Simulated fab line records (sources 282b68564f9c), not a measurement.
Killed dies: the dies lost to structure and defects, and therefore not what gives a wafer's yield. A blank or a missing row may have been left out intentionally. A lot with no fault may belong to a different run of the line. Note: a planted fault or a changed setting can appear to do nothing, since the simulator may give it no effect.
A lot that was struck, set against a sound lot ; flow rit_cmos ; 26 steps out of a route of 202
Sound: these wafers, L349.2, L349.5, L349.6. Struck: wafers L356.1, L356.3, L356.5. The cause is given at the end.
Each step with rows lists, per side, the tool, then ch with its chambers, then its first start. Under that, the readings that differ: sound wafers ; struck wafers ; difference of the means ; sigmas: that difference in standard deviations of wafers without a fault.
alike: same words and numbers on both sides, and readings whose means sit less than 2 such deviations apart. not compared: any withheld reading, any reading some wafer has no value for, any bound like >300 that may hide the same value, and any number with overlapping values for which the record gives no deviation.
The two part at a step that has a row with sigmas, a row that says differs or no value, or rows on one side only. Numbers that don't overlap but have no deviation are shown without sigmas and don't part them. A reading that every wafer of one side lacks parts them only if that side has two wafers or more.

first, 1 step without rows for these wafers: RIT_WELLDRIVE_ANNEAL_00 (time 14700 s).
RIT_WELLDRIVE_RS_MEAS_01: measurement is done with a four-point probe.
  sound on film_metro-02, day 4 10:45; struck on film_metro-04, day 6 04:00
  alike: NWELL_RS
RIT_WELLDRIVE_RS_MEAS_02: measurement is done with a four-point probe.
  sound on film_metro-02, day 4 10:52; struck on film_metro-04, day 6 04:07
  alike: PWELL_RS
then, 6 steps without rows for these wafers: RIT_NRETRO_HMDS_00 (prime time 60 s); RIT_NRETRO_COAT_01 (resist thk 1300 nm); RIT_NRETRO_SOFTBAKE_02 (time 60 s); RIT_NRETRO_EXPOSE_03 (exposes mask M4, target cd 43900 nm); RIT_NRETRO_PEB_04; RIT_NRETRO_DEVELOP_05 (develop time 68 s).
RIT_NRETRO_OVL_MEAS_06:
  sound on overlay-01, day 4 11:59; struck on overlay-01, day 6 05:07
  alike: NRETRO_OVL
then, 2 steps without rows for these wafers: RIT_NRETRO_HARDBAKE_07 (time 120 s); RIT_NRETRO_IMPLANT_08.
RIT_NRETRO_STRIP_09: strips in O2, time 180 s.
  sound on plasma_asher-04 ch 0,1, day 4 12:25; struck on plasma_asher-04 ch 1, day 6 05:34
  no value came back on the struck wafers for chamber_pressure_mTorr (mTorr), drypump_motor_current_A (A); on the sound wafers chamber_pressure_mTorr (mTorr) reads 4000 4001 3997
reading;sound;struck;difference;sigmas
model.NOVOLAK_of_NRETRO_COAT_01.thk_nm (nm);0 0 0;1138 1134 1139;+1137;
  not compared: rf_hours_counter_h
RIT_NRETRO_TW_MEAS_10:
  sound on film_metro-04, day 4 12:36; struck on film_metro-03, day 6 05:46
reading;sound;struck;difference;sigmas
NRETRO_TW;1068 1066 1068;1041 1043 1042;-25;-3
then, 6 steps without rows for these wafers: RIT_PRETRO_HMDS_00 (prime time 60 s); RIT_PRETRO_COAT_01 (resist thk 1300 nm); RIT_PRETRO_SOFTBAKE_02 (time 60 s); RIT_PRETRO_EXPOSE_03 (exposes mask M5, target cd 43700 nm); RIT_PRETRO_PEB_04; RIT_PRETRO_DEVELOP_05 (develop time 68 s).
RIT_PRETRO_OVL_MEAS_06:
  sound on overlay-02, day 4 13:40; struck on overlay-02, day 6 06:47
  alike: PRETRO_OVL
then, 2 steps without rows for these wafers: RIT_PRETRO_HARDBAKE_07 (time 120 s); RIT_PRETRO_IMPLANT_08.
RIT_PRETRO_STRIP_09: strips in O2, time 180 s.
  sound on plasma_asher-03 ch 0,1, day 4 14:05; struck on plasma_asher-02 ch 0,1, day 6 07:14
  alike: chamber_pressure_mTorr, drypump_motor_current_A
  not compared: rf_hours_counter_h
RIT_PRETRO_TW_MEAS_10:
  sound on film_metro-02, day 4 14:16; struck on film_metro-01, day 6 07:24
reading;sound;struck;difference;sigmas
PRETRO_TW;466 469 468;30 30 30;-438;-66
then, 1 step without rows for these wafers: RIT_GATE_WET_ETCH_00 (etches SiO2 in BOE, target depth 56 nm, time 60 s).

== WHERE THEY PART ==
Earliest at RIT_NRETRO_STRIP_09; latest, in this record, at RIT_PRETRO_TW_MEAS_10.

WHY: the cause the simulator had injected
At RIT_NRETRO_STRIP_09, the step was skipped entirely on plasma_asher-04 from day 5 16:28 on. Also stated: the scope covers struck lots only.
